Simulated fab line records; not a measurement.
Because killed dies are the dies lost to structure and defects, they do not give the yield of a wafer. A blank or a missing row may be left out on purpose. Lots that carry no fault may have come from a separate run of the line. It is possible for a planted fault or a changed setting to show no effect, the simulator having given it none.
Which of the tools did it? | flow berkeley cmos170 | 14 lots, 42 wafers sampled, at 4 steps of a route of 331

## WHAT EACH GAUGE READ, for each wafer
UCB170_NWELL_OVL_MEAS_12.
lot  | measured    | on         | NWELL_OVL (nm)
L477 | day 2 16:45 | overlay-02 | 3 -4 4
L479 | day 3 03:27 | overlay-02 | -3 2 -5
L478 | day 3 03:41 | overlay-01 | 2 1 8
L480 | day 3 15:26 | overlay-02 | 3 -7 3
L481 | day 3 15:53 | overlay-01 | 2 -5 -5
L484 | day 3 22:46 | overlay-01 | -3 -5 -9
L482 | day 3 23:13 | overlay-01 | 0 8 1
L490 | day 5 11:43 | overlay-01 | 0 11 1
L491 | day 5 17:13 | overlay-01 | 2 7 -1
L493 | day 5 19:32 | overlay-02 | 3 7 4
L495 | day 6 06:06 | overlay-02 | 3 0 -2
L496 | day 6 15:37 | overlay-02 | -3 -5 -3
L500 | day 7 03:17 | overlay-02 | -3 -1 -3
L499 | day 7 03:32 | overlay-01 | -3 -6 -3

UCB170_PWELL_OVL_MEAS_13.
lot  | measured    | on         | PWELL_OVL (nm)
L477 | day 3 14:52 | overlay-01 | -5 -7 -2
L479 | day 3 21:53 | overlay-01 | -5 -9 -10
L478 | day 4 00:21 | overlay-01 | 13 5 6
L480 | day 4 17:13 | overlay-02 | 5 1 13
L481 | day 4 17:55 | overlay-02 | 5 -4 0
L484 | day 4 17:35 | overlay-01 | 4 0 2
L482 | day 4 17:39 | overlay-01 | -8 -5 -6
L490 | day 6 10:02 | overlay-01 | 4 2 1
L491 | day 6 10:29 | overlay-02 | -2 -1 3
L493 | day 6 21:08 | overlay-01 | -4 -5 -7
L495 | day 7 01:22 | overlay-01 | 0 -1 3
L496 | day 7 09:42 | overlay-02 | 1 -3 -6
L500 | day 8 04:35 | overlay-02 | 5 11 6
L499 | day 8 04:05 | overlay-01 | 7 3 1

UCB170_ACTIVE_OVL_MEAS_14.
lot  | measured    | on         | ACTIVE_OVL (nm)
L477 | day 4 20:37 | overlay-01 | -7 -2 -8
L479 | day 5 13:46 | overlay-02 | -8 0 1
L478 | day 5 14:00 | overlay-02 | -4 0 -4
L480 | day 6 08:59 | overlay-01 | 2 8 -3
L481 | day 6 09:16 | overlay-01 | -9 -5 -8
L484 | day 6 08:43 | overlay-01 | -6 -8 -8
L482 | day 6 09:49 | overlay-01 | 4 1 3
L490 | day 7 16:55 | overlay-02 | 2 -1 6
L491 | day 7 17:17 | overlay-01 | 5 4 5
L493 | day 8 09:36 | overlay-01 | 4 5 4
L495 | day 8 16:58 | overlay-02 | 0 1 -1
L496 | day 8 17:19 | overlay-02 | -4 -6 -9
L500 | day 9 14:25 | overlay-02 | 5 6 5
L499 | day 9 14:14 | overlay-02 | 4 5 3

## EACH LOT AND THE TOOL THAT RAN IT (in order: tool; ch and the chambers of the sampled wafers; start)
lot  | UCB170_WELLDRIVE_OXIDATION_01
L477 | furnace-01 ch 0, day 3 22:29
L479 | furnace-02 ch 0, day 4 07:49
L478 | furnace-02 ch 0, day 4 07:49
L480 | furnace-04 ch 0, day 5 04:58
L481 | furnace-04 ch 0, day 5 04:58
L484 | furnace-04 ch 0, day 5 04:58
L482 | furnace-04 ch 0, day 5 04:58
L490 | furnace-04 ch 0, day 6 19:32
L491 | furnace-04 ch 0, day 6 19:32
L493 | furnace-01 ch 0, day 7 06:35
L495 | furnace-01 ch 0, day 7 12:56
L496 | furnace-02 ch 0, day 7 19:35
L500 | furnace-01 ch 0, day 8 12:55
L499 | furnace-01 ch 0, day 8 12:55
- UCB170_WELLDRIVE_OXIDATION_01: target thk 199 nm, ox time 9000 s.

## AS READ BY THE TOOLS THEMSELVES (means over the sampled wafers that have a number; for cases with no such wafer, the mark the record gives instead)
UCB170_WELLDRIVE_OXIDATION_01.
lot  | tool       | spike tc centre C (C) | tube center temp C (C) | tube_center_temp_C_max
L477 | furnace-01 | 1103.2                | 1100                   | 1102.5
L479 | furnace-02 | 1102.9                | 1100                   | 1103.3
L478 | furnace-02 | 1102.2                | 1100                   | 1102.7
L480 | furnace-04 | 1101.8                | 1100                   | 1103.2
L481 | furnace-04 | 1101.8                | 1100                   | 1102.9
L484 | furnace-04 | 1102.4                | 1100                   | 1102.6
L482 | furnace-04 | 1102.0                | 1100                   | 1102.5
L490 | furnace-04 | 1107.7                | 1106                   | 1109.0
L491 | furnace-04 | 1108.6                | 1106                   | 1109.0
L493 | furnace-01 | 1104.0                | 1100                   | 1102.9
L495 | furnace-01 | 1104.3                | 1100                   | 1102.7
L496 | furnace-02 | 1102.0                | 1100                   | 1102.8
L500 | furnace-01 | 1103.9                | 1100                   | 1102.8
L499 | furnace-01 | 1103.3                | 1100                   | 1102.9

## THE ANSWER, worked out from the rows above alone
Rule: the lots themselves supply what counts as usual. The widest of any qualifying gaps counts: lots, ordered by their means at a reading, are off when they make up no more than a third of the lots, leave a main group of 4 or more, and stand apart from it by 3 or more times the standard deviation of that group's means. The tables above print the reading to a certain number of digits; a main group whose means all agree to those digits is not used. A lot without any number at a reading at which 4 lots or more have one is off too. Any other lot the step has rows for is counted as sound. Order of review: gauges by route order, followed by the tools' own readings, for which a lot's mean as printed above is used. At the first step where some lot is off, the reading lying furthest off is the one used; lots without a number count as furthest.
Off: L490, L491, at UCB170_WELLDRIVE_OXIDATION_01 (tube_center_temp_C_max). The main group: mean 1102.8, standard deviation 0.24.
A tool fits if, at that step or a process step before it, it ran every lot that is off, and no sound lot after the first of them. One fits: furnace-04 at UCB170_WELLDRIVE_OXIDATION_01. Its last sound lot is L480 (day 5 04:58), its first lot that is off L490 (day 6 19:32): a fault that began between those two fits.
The tool's own readings at UCB170_WELLDRIVE_OXIDATION_01 bear it out: on the lots that are off they differ by more than 5 times the standard deviation of the sound lots' means. spike tc centre C reads 1108.2 C there against 1102.8 C on the sound lots; tube center temp C reads 1106 C there against 1100 C on the sound lots; tube_center_temp_C_max reads 1109.0 there against 1102.8 on the sound lots.

## WHAT THE SIMULATOR HAD INSERTED
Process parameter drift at UCB170_WELLDRIVE_OXIDATION_01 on furnace-04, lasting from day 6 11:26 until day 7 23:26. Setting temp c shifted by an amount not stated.
Shown lots that were struck: L490, L491. The rule given above showed the same thing.
